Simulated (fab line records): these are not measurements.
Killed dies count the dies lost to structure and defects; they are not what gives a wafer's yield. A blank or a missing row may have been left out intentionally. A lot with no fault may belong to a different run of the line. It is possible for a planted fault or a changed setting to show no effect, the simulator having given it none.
One fault through the eyes of 2 desks    flow berkeley-cmos170    each desk holds nothing but its own numbers, with what lay behind them at the end

== THE METROLOGY DESK ==
Means of the sampled wafers that have a number, per lot and without regard to the tool the lot ran on: this is what the gauges read. Marked OUT: a lot whose mean sits more than 4 standard deviations from the usual mean, which makes it out of limits; the brackets give that distance.
Columns: A = GATE_OXIDE_THK at UCB170_GATE_THK_MEAS_02, usual 6.64 nm; B = PLDD_OVL at UCB170_PLDD_OVL_MEAS_07, usual 3 nm
lot   first seen here  A     B
L892  day 6 14:08      6.60  1
L894  day 7 13:11      6.46  7
L895  day 7 13:14      6.63  -2
L897  day 7 19:20      6.78  8
L898  day 7 19:21      6.76  -5
L899  day 8 07:52      6.68  6
L901  day 8 13:13      6.79  3
L902  day 9 03:24      6.65  5
L903  day 9 03:25      6.57  4
L904  day 9 03:28      6.53  3
L908  day 10 01:03     6.43  3
L909  day 10 01:03     6.66  7
L911  day 10 01:04     6.56  14
L914  day 10 17:32     6.62  10
L915  day 11 05:13     6.69  10
This desk's finding: nothing out of limits on any of the 15 lots.

== TOOL OWNER'S DESK, implanter-03 ==
For each lot that ran on this tool, the mean over its sampled wafers that have a number, from the tool's own readings at UCB170_NLDD_IMPLANT_08. Marked OUT: a lot whose mean sits more than 4 standard deviations from the usual mean, which makes it out of limits; the brackets give that distance.
Columns: A = beam-energy-keV at UCB170_NLDD_IMPLANT_08, usual 30.000; B = dose-ions-cm2 at UCB170_NLDD_IMPLANT_08, usual 4.999e+13
lot   first seen here  A                         B
L892  day 7 04:46      30.000                    5.003e+13
L895  day 8 03:19      29.991                    4.999e+13
L898  day 8 05:52      29.989                    5.001e+13
L899  day 9 02:38      28.980 (-99 or more) OUT  5.000e+13
L902  day 9 15:12      28.988 (-99 or more) OUT  4.996e+13
L904  day 9 17:44      28.986 (-99 or more) OUT  5.006e+13
This desk finds L899, L902, L904 out of limits, L899 being first, at day 9 02:38 (beam-energy-keV at UCB170_NLDD_IMPLANT_08). Within limits: L892, L895, L898.

== TAKEN TOGETHER ==
The tool owner's desk had the chance to raise an alarm at day 9 02:38 on L899, L902, L904.
From the metrology desk's view, nothing was out of limits.
The metrology desk holds a record of L899, L902, L904, inside its limits.
The lots listed all ran UCB170_NLDD_IMPLANT_08 on implanter-03.

== WHAT WAS PUT IN BY THE SIMULATOR ==
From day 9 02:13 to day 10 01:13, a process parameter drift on implanter-03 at UCB170_NLDD_IMPLANT_08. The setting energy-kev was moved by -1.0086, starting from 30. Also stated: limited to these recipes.
Struck lots among those shown: L899, L902, L904.
Hours from the fault's start to each desk's first reading out of limits: the tool owner's desk, 0.
